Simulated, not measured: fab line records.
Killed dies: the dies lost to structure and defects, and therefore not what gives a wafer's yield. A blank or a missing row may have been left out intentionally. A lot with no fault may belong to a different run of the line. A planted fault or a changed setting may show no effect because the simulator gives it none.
fab line records	flow rit_cmos
record: lots: 6	wafers: 18	last_day: 7
route steps=202 shown M1@184
lots that met no fault: from a run of the same line without faults
start_h: the number of hours between the record's first day and the start of the first shown wafer of the lot	wait_h: time in hours since the lot's previous step	" same as the row above	L1.1+2: several wafers, shown together as one row	- either no value or no given start	* or withheld: withheld	< > ~ a bound
route shown NAME@n: NAME is a module with steps in the file, n the number in the route of the first one	usual: mean/standard deviation taken from wafers without a fault	same: alike in all rows	chamber/n: place in a boat	sites: each site's reading	_std_site: their standard deviation	_edge_site: mean of outer sites minus mean of inner sites	radius_mm: how far each site lies from the wafer's centre	mask NAME#n: copy n	behind: the tool/chamber that last shaped the wafer	hold: the reason the lot was held/the length of the hold in hours/how it ended	device: transistor that didn't switch, given as n, p or np	end of line: tests of these same wafers at the route's end	for a step that has no rows: nothing shown but its recipe	killed: at the first sort, the dies lost to defects and structure; wafer yield is something else	map: the dies of a wafer, with x for killed, . for not killed, _ for no die there
set.NAME: the setting as run; set.NAME@STEP: as run at that earlier step	model.NAME: the simulator's own value behind a step, which no gauge read
lots at some steps of the route; a table a step, a row a wafer
services: when a tool's chamber went out of use (start_h, in hours from the record's first day, below 0 if earlier), for how many hours, and the reason
== steps ==
step: RIT_M1_SPUTTER_00
recipe: material: Al	target_thk_nm: 400	power_w: 2000	chamber_pressure_pa: 0.4	gas: Ar	time_s: 500	substrate_temp_c: 25
usual: throttle_valve_pct: 30.1/1.3
lot.wafer	tool	chamber	start_h	wait_h	throttle_valve_pct
L381.1	pvd_sputter-03	-	63.41	0.0	31.5
L381.3	"	-	"	"	29.9
L381.6	"	-	"	"	30.0
L385.1	pvd_sputter-01	-	86.32	0.0	29.6
L385.2	"	-	"	"	30.3
L385.4	"	-	"	"	29.3
L389.1	pvd_sputter-01	-	109.83	0.0	28.1
L389.3	"	-	"	"	29.3
L389.5	"	-	"	"	29.1
L391.1	pvd_sputter-03	-	117.65	0.0	31.2
L391.2	"	-	"	"	31.8
L391.6	"	-	"	"	31.7
L397.1	pvd_sputter-01	-	146.71	0.0	28.1
L397.3	"	-	"	"	29.4
L397.6	"	-	"	"	29.4
L401.3	pvd_sputter-02	-	167.36	0.0	32.5
L401.4	"	-	"	"	29.7
L401.6	"	-	"	"	30.0
step: RIT_M1_RS_MEAS_01
recipe: thk_meas_gauge: four-point-probe	reads: Al_of_M1_SPUTTER_00
usual: M1_AL_RS: 0.0737/0.00076
lot.wafer	tool	chamber	start_h	wait_h	M1_AL_RS[ohm/sq]
L381.1	film_metro-02	-	63.70	0.1	0.0731
L381.3	"	-	"	"	0.0734
L381.6	"	-	"	"	0.0734
L385.1	film_metro-04	-	86.61	0.1	0.0727
L385.2	"	-	"	"	0.0729
L385.4	"	-	"	"	0.0732
L389.1	film_metro-02	-	110.12	0.1	0.0728
L389.3	"	-	"	"	0.0729
L389.5	"	-	"	"	0.0735
L391.1	film_metro-02	-	117.94	0.1	0.0737
L391.2	"	-	"	"	0.0742
L391.6	"	-	"	"	0.0746
L397.1	film_metro-02	-	147.00	0.1	0.0723
L397.3	"	-	"	"	0.0727
L397.6	"	-	"	"	0.0724
L401.3	film_metro-03	-	167.69	0.2	0.0740
L401.4	"	-	"	"	0.0738
L401.6	"	-	"	"	0.0742
step: RIT_M1_THK_MEAS_02
recipe: thk_meas_gauge: xrf	reads: Al_of_M1_SPUTTER_00
usual: M1_AL_THK: 394/4.6
lot.wafer	tool	chamber	start_h	wait_h	M1_AL_THK[nm]
L381.1	film_metro-02	-	63.82	0.1	395
L381.3	"	-	"	"	396
L381.6	"	-	"	"	396
L385.1	film_metro-04	-	86.73	0.1	399
L385.2	"	-	"	"	396
L385.4	"	-	"	"	395
L389.1	film_metro-02	-	110.24	0.1	399
L389.3	"	-	"	"	397
L389.5	"	-	"	"	394
L391.1	film_metro-02	-	118.06	0.1	394
L391.2	"	-	"	"	389
L391.6	"	-	"	"	388
L397.1	film_metro-02	-	147.12	0.1	404
L397.3	"	-	"	"	398
L397.6	"	-	"	"	398
L401.3	film_metro-03	-	167.79	0.1	393
L401.4	"	-	"	"	394
L401.6	"	-	"	"	391
step: RIT_M1_HMDS_03
recipe: prime_time_s: 60	prime_temp_c: 140
step: RIT_M1_COAT_04
recipe: resist: NOVOLAK	spin_rpm: 2000	resist_thk_nm: 1300
step: RIT_M1_SOFTBAKE_05
recipe: resist: NOVOLAK	temp_c: 90	time_s: 60
step: RIT_M1_EXPOSE_06
recipe: mask_id: M12	na: 0.6	source_shape: conventional	sigma_outer: 0.5	target_cd_nm: 2600	dose_mj: 250
step: RIT_M1_PEB_07
recipe: resist: NOVOLAK	temp_c: withheld	time_s: withheld
step: RIT_M1_DEVELOP_08
recipe: resist: NOVOLAK	develop_time_s: 68	dev_temp_c: 23
step: RIT_M1_CD_MEAS_09
recipe: target_cd_nm: 2600
usual: cd_nm: 2599.3/2.8
lot.wafer	tool	chamber	start_h	wait_h	cd_nm
L381.1	cd_sem-01	-	64.76	-	2600.5
L381.3	"	-	"	"	2600.4
L381.6	"	-	"	"	2599.1
L385.1	cd_sem-02	-	87.67	-	2600.0
L385.2	"	-	"	"	2601.4
L385.4	"	-	"	"	2598.8
L389.1	cd_sem-02	-	111.18	-	2593.0
L389.3	"	-	"	"	2595.2
L389.5	"	-	"	"	2592.1
L391.1	cd_sem-02	-	119.13	-	2597.8
L391.2	"	-	"	"	2596.6
L391.6	"	-	"	"	2598.0
L397.1	cd_sem-02	-	148.16	-	2592.0
L397.3	"	-	"	"	2592.1
L397.6	"	-	"	"	2595.0
L401.3	cd_sem-01	-	168.92	-	2600.7
L401.4	"	-	"	"	2601.0
L401.6	"	-	"	"	2600.8
step: RIT_M1_OVL_MEAS_10
usual: M1_OVL: -0.1/1.3
lot.wafer	tool	chamber	start_h	wait_h	M1_OVL[nm]
L381.1	overlay-02	-	64.88	0.1	-1.1
L381.3	"	-	"	"	-0.2
L381.6	"	-	"	"	1.5
L385.1	overlay-01	-	87.79	0.1	0.1
L385.2	"	-	"	"	-2.3
L385.4	"	-	"	"	-0.8
L389.1	overlay-02	-	111.30	0.1	-0.1
L389.3	"	-	"	"	-1.7
L389.5	"	-	"	"	-1.5
L391.1	overlay-01	-	119.25	0.1	-0.7
L391.2	"	-	"	"	1.4
L391.6	"	-	"	"	0.7
L397.1	overlay-01	-	148.28	0.1	-1.7
L397.3	"	-	"	"	-0.7
L397.6	"	-	"	"	0.5
L401.3	overlay-02	-	169.01	0.1	-1.8
L401.4	"	-	"	"	-0.1
L401.6	"	-	"	"	0.1
step: RIT_M1_HARDBAKE_11
recipe: resist: NOVOLAK	temp_c: 140	time_s: 120
step: RIT_M1_METAL_ETCH_12
recipe: stop_on: SiO2	chemistry: Cl2/BCl3	target: Al	time_s: 165	over_etch_frac: 0.5	pressure_mtorr: 100	target_depth_a: 6000	rf_w: 250	Cl2_flow_sccm: 60	bcl3_flow_sccm: 50
usual: bcl3_flow_sccm: 49.99/0.15	chamber_pressure_mTorr: 100.00/0.092	drypump_motor_current_A: 5.57/0.29	oes_product_au: 0.766/0.012	rf_fwd_power_W: 248.6/0.82	throttle_valve_pct: 8.33/0.063
lot.wafer	tool	chamber	start_h	wait_h	bcl3_flow_sccm	chamber_pressure_mTorr	drypump_motor_current_A	oes_product_au	rf_fwd_power_W	rf_hours_counter_h	throttle_valve_pct	model.NOVOLAK_of_M1_COAT_04.thk_nm
L381.1	rie_metal-02	1	65.24	0.2	49.85	100.17	5.70	0.781	249.7	35	8.40	810.3
L381.3	"	1	"	"	49.97	100.07	5.69	0.777	249.8	-	8.41	809.8
L381.6	"	0	"	"	50.19	100.02	5.51	0.762	248.7	-	8.27	798.6
L385.1	rie_metal-03	0	88.08	0.2	49.95	99.94	5.75	0.770	250.7	4	8.29	802.8
L385.2	"	1	"	"	50.27	99.95	5.09	0.777	248.7	4	8.31	794.5
L385.4	"	0	"	"	50.11	99.86	5.74	0.769	250.1	-	8.32	802.5
L389.1	rie_metal-02	0	111.59	0.2	49.80	100.04	5.52	0.772	249.2	35	8.25	803.6
L389.3	"	1	"	"	49.90	79.97	5.72	0.781	249.4	-	8.42	814.6
L389.5	"	1	"	"	50.04	80.03	5.73	0.779	248.3	-	8.41	815
L391.1	rie_metal-02	0	119.53	0.2	50.06	100.05	5.49	0.762	247.8	35	8.24	812.8
L391.2	"	1	"	"	50.03	79.89	5.72	0.763	247.2	36	8.41	826
L391.6	"	0	"	"	50.11	99.95	5.51	0.760	248.9	-	8.26	809.1
L397.1	rie_metal-03	1	148.56	0.2	50.03	100.10	5.10	0.783	248.2	5	8.30	803.1
L397.3	"	1	"	"	49.99	100.15	5.10	0.786	248.8	-	8.31	803.1
L397.6	"	1	"	"	49.90	99.98	5.12	0.773	248.7	-	8.29	802.8
L401.3	rie_metal-01	1	169.34	0.2	49.89	99.84	5.88	0.758	248.6	-	8.40	801.5
L401.4	"	0	"	"	50.12	100.06	5.20	0.769	249.4	-	8.24	809.2
L401.6	"	1	"	"	49.93	99.92	5.89	0.746	249.2	-	8.40	797
step: RIT_M1_STRIP_13
recipe: chemistry: nmp	resist: NOVOLAK	temp_c: 80	time_s: 600	dry: n2_spin
step: RIT_M1_PROBE_99
usual: defect_limited_yield: 97.3/1.1	killed_at_contacts: 0.1/0.24	killed_at_front_end: 7.1/3	killed_dies: 7.2/3	killed_open: 3.7/2	killed_short: 3.5/2	sort_bin_3_pad_short: 0.1/0.2	sort_bin_5_function: 1.6/0.73	sort_bin_6_memory: 1.0/0.67	sort_n_pass: 256.8/3	sort_yield_pct: 97.3/1.1
same: gross_dies: 264	killed_at_M0_to_M3: 0	killed_at_M4_up: 0	killed_at_back_side: 0	killed_at_other: 0
lot.wafer	tool	chamber	start_h	wait_h	defect_limited_yield[%]	killed_at_contacts	killed_at_front_end	killed_dies	killed_open	killed_short	sort_bin_3_pad_short[%]	sort_bin_5_function[%]	sort_bin_6_memory[%]	sort_n_pass	sort_yield_pct[%]
L381.1	prober-01	-	67.67	0.1	98.1	0	5	5	1	4	0.4	0.4	1.1	259.0	98.1
L381.3	prober-01	-	67.77	0.2	95.5	0	12	12	5	7	0.4	1.5	2.7	252.0	95.5
L381.6	prober-01	-	67.92	0.2	97.3	0	7	7	6	1	0	1.1	1.5	257.0	97.3
L385.1	prober-01	-	90.63	0.1	95.1	0	13	13	7	6	0	2.7	2.3	251.0	95.1
L385.2	prober-01	-	90.68	0.1	97.7	0	6	6	2	4	0.4	1.5	0.4	258.0	97.7
L385.4	prober-01	-	90.78	0.2	97.7	0	6	6	1	5	0.4	1.1	0.8	258.0	97.7
L389.1	prober-01	-	113.86	0.1	95.8	0	11	11	9	2	0	1.5	2.7	253.0	95.8
L389.3	prober-01	-	113.96	0.2	98.1	0	5	5	2	2	0	1.1	0.8	259.0	98.1
L389.5	prober-01	-	114.06	0.2	98.1	0	5	5	3	2	0	1.9	0	259.0	98.1
L391.1	prober-01	-	122.56	0.1	96.2	0	10	10	5	5	0	2.3	1.5	254.0	96.2
L391.2	prober-01	-	122.61	0.1	97.7	0	6	6	3	3	0.4	1.5	0.4	258.0	97.7
L391.6	prober-01	-	122.81	0.2	95.5	0	12	12	5	7	0.4	1.9	2.3	252.0	95.5
L397.1	prober-01	-	151.06	0.1	97.7	0	6	6	4	2	0	1.1	1.1	258.0	97.7
L397.3	prober-01	-	151.16	0.2	97.7	0	6	6	3	3	0.4	0.8	1.1	258.0	97.7
L397.6	prober-01	-	151.31	0.2	96.2	0	10	10	6	4	0	2.3	1.5	254.0	96.2
L401.3	prober-01	-	171.65	0.2	98.9	0	3	3	1	2	0.4	0.4	0.4	261.0	98.9
L401.4	prober-01	-	171.70	0.2	98.1	1	4	5	4	1	0	1.1	0.8	259.0	98.1
L401.6	prober-01	-	171.80	0.2	97.7	0	6	6	4	2	0	1.1	1.1	258.0	97.7
killed by level:class
L381.1 GATE:geometric_particle:short=2 GATE:geometric_particle:open=1 REOX:geometric_particle:short=1 SPACER:geometric_particle:short=1
L381.3 FOX1:geometric_particle:short=2 FOX2:geometric_particle:open=2 SPACER:geometric_particle:open=2 SILICIDE:geometric_particle:short=2 FOX2:geometric_particle:short=1 GATE:geometric_particle:short=1 SPACER:geometric_particle:short=1 SILICIDE:geometric_particle:open=1
L381.6 FOX2:geometric_particle:open=2 GATE:geometric_particle:open=2 REOX:geometric_particle:short=1 FOX1:geometric_particle:open=1 SILICIDE:geometric_particle:open=1
L385.1 FOX2:geometric_particle:open=3 GATE:geometric_particle:short=3 GATE:geometric_particle:open=2 REOX:geometric_particle:short=2 FOX1:geometric_particle:open=1 REOX:geometric_particle:open=1 SPACER:geometric_particle:short=1
L385.2 GATE:geometric_particle:short=2 FOX2:geometric_particle:short=1 SPACER:geometric_particle:open=1 SILICIDE:geometric_particle:open=1 SILICIDE:geometric_particle:short=1
L385.4 SPACER:geometric_particle:short=2 FOX2:geometric_particle:short=1 GATE:geometric_particle:short=1 SILICIDE:geometric_particle:open=1 SILICIDE:geometric_particle:short=1
L389.1 GATE:geometric_particle:open=3 REOX:geometric_particle:open=3 FOX1:geometric_particle:short=1 FOX1:geometric_particle:open=1 FOX2:geometric_particle:open=1 REOX:geometric_particle:short=1 SILICIDE:geometric_particle:open=1
L389.3 GATE:geometric_particle:short=2 FOX2:geometric_particle:open=1 GATE:geometric_particle:open=1 PLDD:coat_microbubble_printed=1
L389.5 GATE:geometric_particle:open=3 FOX1:geometric_particle:short=1 GATE:geometric_particle:short=1
L391.1 FOX2:geometric_particle:short=2 REOX:geometric_particle:open=2 REOX:geometric_particle:short=2 FOX2:geometric_particle:open=1 GATE:geometric_particle:short=1 GATE:geometric_particle:open=1 SPACER:geometric_particle:open=1
L391.2 REOX:geometric_particle:open=2 GATE:geometric_particle:short=1 GATE:geometric_particle:open=1 REOX:geometric_particle:short=1 SILICIDE:geometric_particle:short=1
L391.6 GATE:geometric_particle:open=4 GATE:geometric_particle:short=3 FOX2:geometric_particle:short=2 FOX1:geometric_particle:open=1 REOX:geometric_particle:short=1 SPACER:geometric_particle:short=1
L397.1 GATE:geometric_particle:open=2 SILICIDE:geometric_particle:open=2 GATE:geometric_particle:short=1 SPACER:geometric_particle:short=1
L397.3 GATE:geometric_particle:open=2 GATE:geometric_particle:short=2 SPACER:geometric_particle:short=1 SILICIDE:geometric_particle:open=1
L397.6 GATE:geometric_particle:open=2 SPACER:geometric_particle:open=2 SILICIDE:geometric_particle:short=2 GATE:geometric_particle:short=1 REOX:geometric_particle:short=1 REOX:geometric_particle:open=1 SILICIDE:geometric_particle:open=1
L401.3 FOX2:geometric_particle:open=1 GATE:geometric_particle:short=1 SPACER:geometric_particle:short=1
L401.4 GATE:geometric_particle:open=2 FOX1:geometric_particle:open=1 SILICIDE:geometric_particle:open=1 CONTACT:geometric_particle:short=1
L401.6 GATE:geometric_particle:open=2 FOX1:geometric_particle:open=1 GATE:geometric_particle:short=1 REOX:geometric_particle:short=1 SPACER:geometric_particle:open=1
== services ==
tool	chamber	start_h	hours	kind
rie_metal-01	0	51.62	98.0	repair
pvd_sputter-02	-	85.74	2.0	repair
rie_metal-02	-	88.11	0.9	repair
rie_metal-01	1	103.93	26.2	repair
rie_metal-02	-	136.12	20.0	pm
rie_metal-02	0	136.12	20.0	vent_cycle
rie_metal-02	1	136.12	20.0	vent_cycle
rie_metal-03	0	147.91	1.3	repair
pvd_sputter-01	-	152.01	19.6	repair
rie_metal-03	-	153.22	1.5	repair
pvd_sputter-02	-	154.25	9.3	repair
rie_metal-02	0	156.12	-	clean
rie_metal-02	1	156.12	-	clean
== key ==
first_sign: step: RIT_M1_METAL_ETCH_12	reading: chamber_pressure_mTorr	direction: down	sigmas: 99+	usual: 100.00	struck: 79.96
effect none on later readings
model_effect: step: RIT_M1_METAL_ETCH_12	value: NOVOLAK_of_M1_COAT_04.thk_nm	without: 810.7	struck: 818.5
met_at RIT_M1_METAL_ETCH_12
struck_wafers L389.3,L389.5,L391.2
onset_between 65.24 111.59
fault: kind: process_parameter_drift	tool: rie_metal-02	chamber: 1	onset_h: 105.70	steps: RIT_M1_METAL_ETCH_12	channel: pressure_mtorr	offset: -20	shape: step	end_h: 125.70	stated: 100
